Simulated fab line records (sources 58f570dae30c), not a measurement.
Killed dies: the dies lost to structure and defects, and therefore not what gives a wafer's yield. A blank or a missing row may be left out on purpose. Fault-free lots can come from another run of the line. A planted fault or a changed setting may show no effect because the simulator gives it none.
Matching of chambers    flow berkeley_cmos170    UCB170_NWELL_ETCH_13 on rie_diel-01: 4 sister chambers
The step etches Si3N4 in CH3F/Ar/O2, stops on SiO2, target depth 246.4 nm, time 154 s. 14 wafers are shown with their chamber, then 7 later ones without.

## WAFERS, EACH WITH ITS CHAMBER
wafer   chamber  throttle_valve_pct (%)  drypump_motor_current_A (A)  oes_product_au (a.u.)
L337.2  0        7.94                    4.9                          0.946
L337.3  2        8.00                    5.7                          0.935
L337.4  1        8.17                    5.3                          0.957
L339.2  2        8.02                    5.7                          0.944
L339.3  1        8.16                    5.3                          0.954
L339.5  2        8.01                    5.8                          0.944
L340.3  3        8.24                    5.5                          0.940
L340.5  1        8.17                    5.2                          0.947
L340.6  0        7.94                    4.9                          0.933
L342.2  0        7.92                    4.9                          0.937
L342.4  3        8.26                    5.6                          0.951
L342.6  2        8.01                    5.8                          0.950
L347.1  0        7.94                    4.9                          0.937
L347.4  1        8.16                    5.3                          0.945

SIGNATURES, as means of the wafers listed above
reading                  chamber 0  chamber 1  chamber 2  chamber 3  scatter within a chamber
throttle_valve_pct       7.9350     8.1650     8.0100     8.2500     0.00894
drypump_motor_current_A  4.900      5.275      5.750      5.550      0.0474
oes_product_au           0.93825    0.95075    0.94325    0.94550    0.00602
Rule: a wafer's distance from a chamber is the root of the sum, over the readings, of the square of ((its reading less the chamber's mean) divided by the reading's scatter). If the next closest chamber is less than 2 further off than the closest, the wafer can't be placed; otherwise it belongs to the closest. The scatter: take each reading less its chamber's mean, square it, sum over the shown wafers, divide by the number of wafers less the number of chambers, and take the root.

## WAFERS MISSING THEIR CHAMBER
wafer   throttle_valve_pct (%)  drypump_motor_current_A (A)  oes_product_au (a.u.)
L347.5  8.23                    5.5                          0.935
L350.2  8.26                    5.5                          0.942
L350.5  8.03                    5.8                          0.937
L350.6  8.16                    5.3                          0.946
L353.1  8.17                    5.3                          0.943
L353.2  8.01                    5.7                          0.927
L353.4  8.25                    5.5                          0.938

## THE CHAMBER EACH PASSED THROUGH
wafer   from the rows above  in truth
L347.5  3                    3
L350.2  3                    3
L350.5  2                    2
L350.6  1                    1
L353.1  1                    1
L353.2  2                    2
L353.4  3                    3
7 of 7 placed correctly. Number that these rows cannot place: 0. 0 placed wrongly.
